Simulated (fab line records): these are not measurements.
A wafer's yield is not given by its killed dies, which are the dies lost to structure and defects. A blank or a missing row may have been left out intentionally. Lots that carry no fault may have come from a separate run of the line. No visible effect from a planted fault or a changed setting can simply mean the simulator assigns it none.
Lot-split experiment || flow berkeley_cmos170 || 5 lots, 27 wafers read, on a route of 331 steps

== SPLIT DETAILS ==
At UCB170_NWELL_ETCH_13 (etches Si3N4 in CH3F/Ar/O2, stops on SiO2, target depth 246.4 nm, time 154 s), the setting time_s was moved away from the recipe's 154 s on 12 of the 27 wafers read, by -31.8% to +18.0%. All remaining wafers had this setting at the recipe value.

The reading is taken at the split's own step.

== THE READING ==
KrF_of_NWELL_COAT_07.thk_nm (the simulator's own value, which no gauge read), in nm, at UCB170_NWELL_ETCH_13 (etches Si3N4 in CH3F/Ar/O2, stops on SiO2, target depth 246.4 nm, time 154 s). No usual value for it is given in the file. Across the 15 wafers here that went through the recipe, the average is 725.8 nm and the standard deviation 2.6 nm.

{"wafer": "L075.1", "tool, chamber at the split": "rie_diel-03, 2", "time_s as run, s": 154, "against the recipe": "recipe", "KrF_of_NWELL_COAT_07.thk_nm, nm": 730, "against lot-mates on the recipe": "-"}
{"wafer": "L075.2", "tool, chamber at the split": "rie_diel-03, 1", "time_s as run, s": 178.3, "against the recipe": "+15.8%", "KrF_of_NWELL_COAT_07.thk_nm, nm": 698.2, "against lot-mates on the recipe": -28.7}
{"wafer": "L075.3", "tool, chamber at the split": "rie_diel-03, 3", "time_s as run, s": 178.3, "against the recipe": "+15.8%", "KrF_of_NWELL_COAT_07.thk_nm, nm": 698.3, "against lot-mates on the recipe": -28.6}
{"wafer": "L075.4", "tool, chamber at the split": "rie_diel-03, 0", "time_s as run, s": 154, "against the recipe": "recipe", "KrF_of_NWELL_COAT_07.thk_nm, nm": 724.7, "against lot-mates on the recipe": "-"}
{"wafer": "L075.5", "tool, chamber at the split": "rie_diel-03, 2", "time_s as run, s": 178.3, "against the recipe": "+15.8%", "KrF_of_NWELL_COAT_07.thk_nm, nm": 699.5, "against lot-mates on the recipe": -27.4}
{"wafer": "L075.6", "tool, chamber at the split": "rie_diel-03, 3", "time_s as run, s": 154, "against the recipe": "recipe", "KrF_of_NWELL_COAT_07.thk_nm, nm": 726, "against lot-mates on the recipe": "-"}
{"wafer": "L076.1", "tool, chamber at the split": "rie_diel-03, 1", "time_s as run, s": 154, "against the recipe": "recipe", "KrF_of_NWELL_COAT_07.thk_nm, nm": 726.4, "against lot-mates on the recipe": "-"}
{"wafer": "L076.2", "tool, chamber at the split": "rie_diel-03, 3", "time_s as run, s": 154, "against the recipe": "recipe", "KrF_of_NWELL_COAT_07.thk_nm, nm": 724.8, "against lot-mates on the recipe": "-"}
{"wafer": "L076.3", "tool, chamber at the split": "rie_diel-03, 2", "time_s as run, s": 105, "against the recipe": "-31.8%", "KrF_of_NWELL_COAT_07.thk_nm, nm": 781.2, "against lot-mates on the recipe": "+55.1"}
{"wafer": "L076.4", "tool, chamber at the split": "rie_diel-03, 0", "time_s as run, s": 105, "against the recipe": "-31.8%", "KrF_of_NWELL_COAT_07.thk_nm, nm": 777, "against lot-mates on the recipe": "+50.9"}
{"wafer": "L076.5", "tool, chamber at the split": "rie_diel-03, 2", "time_s as run, s": 154, "against the recipe": "recipe", "KrF_of_NWELL_COAT_07.thk_nm, nm": 727.2, "against lot-mates on the recipe": "-"}
{"wafer": "L076.6", "tool, chamber at the split": "rie_diel-03, 1", "time_s as run, s": 105, "against the recipe": "-31.8%", "KrF_of_NWELL_COAT_07.thk_nm, nm": 780.2, "against lot-mates on the recipe": "+54.1"}
{"wafer": "L079.1", "tool, chamber at the split": "rie_diel-02, 2", "time_s as run, s": 181.7, "against the recipe": "+18.0%", "KrF_of_NWELL_COAT_07.thk_nm, nm": 699.2, "against lot-mates on the recipe": -28.5}
{"wafer": "L079.2", "tool, chamber at the split": "rie_diel-02, 0", "time_s as run, s": 154, "against the recipe": "recipe", "KrF_of_NWELL_COAT_07.thk_nm, nm": 726.6, "against lot-mates on the recipe": "-"}
{"wafer": "L079.3", "tool, chamber at the split": "rie_diel-02, 3", "time_s as run, s": 181.7, "against the recipe": "+18.0%", "KrF_of_NWELL_COAT_07.thk_nm, nm": 701.5, "against lot-mates on the recipe": -26.2}
{"wafer": "L079.4", "tool, chamber at the split": "rie_diel-02, 1", "time_s as run, s": 181.7, "against the recipe": "+18.0%", "KrF_of_NWELL_COAT_07.thk_nm, nm": 698.8, "against lot-mates on the recipe": -28.9}
{"wafer": "L079.5", "tool, chamber at the split": "rie_diel-02, 2", "time_s as run, s": 154, "against the recipe": "recipe", "KrF_of_NWELL_COAT_07.thk_nm, nm": 726.2, "against lot-mates on the recipe": "-"}
{"wafer": "L079.6", "tool, chamber at the split": "rie_diel-02, 3", "time_s as run, s": 154, "against the recipe": "recipe", "KrF_of_NWELL_COAT_07.thk_nm, nm": 730.2, "against lot-mates on the recipe": "-"}
{"wafer": "L080.1", "tool, chamber at the split": "rie_diel-03, 0", "time_s as run, s": 154, "against the recipe": "recipe", "KrF_of_NWELL_COAT_07.thk_nm, nm": 720.8, "against lot-mates on the recipe": "-"}
{"wafer": "L080.2", "tool, chamber at the split": "rie_diel-03, 1", "time_s as run, s": 154, "against the recipe": "recipe", "KrF_of_NWELL_COAT_07.thk_nm, nm": 722.6, "against lot-mates on the recipe": "-"}
{"wafer": "L080.5", "tool, chamber at the split": "rie_diel-03, 3", "time_s as run, s": 154, "against the recipe": "recipe", "KrF_of_NWELL_COAT_07.thk_nm, nm": 722.2, "against lot-mates on the recipe": "-"}
{"wafer": "L083.1", "tool, chamber at the split": "rie_diel-01, 0", "time_s as run, s": 154, "against the recipe": "recipe", "KrF_of_NWELL_COAT_07.thk_nm, nm": 729.5, "against lot-mates on the recipe": "-"}
{"wafer": "L083.2", "tool, chamber at the split": "rie_diel-01, 1", "time_s as run, s": 123, "against the recipe": "-20.1%", "KrF_of_NWELL_COAT_07.thk_nm, nm": 762.1, "against lot-mates on the recipe": "+35.5"}
{"wafer": "L083.3", "tool, chamber at the split": "rie_diel-01, 3", "time_s as run, s": 123, "against the recipe": "-20.1%", "KrF_of_NWELL_COAT_07.thk_nm, nm": 762.1, "against lot-mates on the recipe": "+35.5"}
{"wafer": "L083.4", "tool, chamber at the split": "rie_diel-01, 2", "time_s as run, s": 154, "against the recipe": "recipe", "KrF_of_NWELL_COAT_07.thk_nm, nm": 725.3, "against lot-mates on the recipe": "-"}
{"wafer": "L083.5", "tool, chamber at the split": "rie_diel-01, 1", "time_s as run, s": 123, "against the recipe": "-20.1%", "KrF_of_NWELL_COAT_07.thk_nm, nm": 761.3, "against lot-mates on the recipe": "+34.7"}
{"wafer": "L083.6", "tool, chamber at the split": "rie_diel-01, 2", "time_s as run, s": 154, "against the recipe": "recipe", "KrF_of_NWELL_COAT_07.thk_nm, nm": 724.9, "against lot-mates on the recipe": "-"}

THE FIT
A straight line over all 27 wafers: KrF_of_NWELL_COAT_07.thk_nm changes by -1.67 nm for each +1% of time_s; r = -0.99; the points scatter about the line by 2.7 nm.
The same after taking each lot's own level away (the mean of its wafers on the recipe; 27 wafers): -1.68 nm for each +1%; r = -1.00; scatter 1.9 nm.
Per that fit: largest time_s move, reading shift of 54 nm.
The span of the lots' own levels, 721.87 to 727.67 nm, comes to 2.2 times the standard deviation stated above.
The two slopes are in agreement: the lot-to-lot level therefore moves the slope only a little.
Check: for one of the wafers moved furthest among these (-31.8%), held out of the fit, the line's prediction against its lot-mates is +53.5 nm. It came out at +55.1 nm against them.

== OTHER SPLITS APPLIED TO THESE WAFERS ==
Before the reading, these wafers also passed through other splits. Each is held against what the fit with the lots' levels taken away leaves over:
{"other split on the same wafers": "UCB170_ZERO_ETCH_06 time_s", "wafers away from the commonest value": 12, "r with KrF_of_NWELL_COAT_07.thk_nm (lot level and that fit taken away)": -0.29}

== THE WHOLE CHAIN: every reading that the file lists as answering this split, in the file's order ==
{"step": "UCB170_NWELL_ETCH_13", "what it does": "etches Si3N4 in CH3F/Ar/O2, stops on SiO2, target depth 246.4 nm, time 154 s", "reading": "etch.depth_nm (the simulator's own value, which no gauge read)", "change (the file's fit)": "not straight: 169.3 at the lowest setting, 224.9 at the recipe, 224.3 at the highest", "r (the file's)": "not given"}
{"step": "UCB170_NWELL_ETCH_13", "what it does": "etches Si3N4 in CH3F/Ar/O2, stops on SiO2, target depth 246.4 nm, time 154 s", "reading": "KrF_of_NWELL_COAT_07.thk_nm (the simulator's own value, which no gauge read)", "change (the file's fit)": "-1.69 nm for each +1% of the setting", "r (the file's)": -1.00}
{"step": "UCB170_NWELL_STRIP_15", "what it does": "strips in O2", "reading": "strip_time_to_endpoint_s", "change (the file's fit)": "withheld for each +1% of the setting", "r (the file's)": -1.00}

== THE FILE'S OWN FIT ==
KrF_of_NWELL_COAT_07.thk_nm changes by -1.69 nm for each +1% of time_s, r = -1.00.
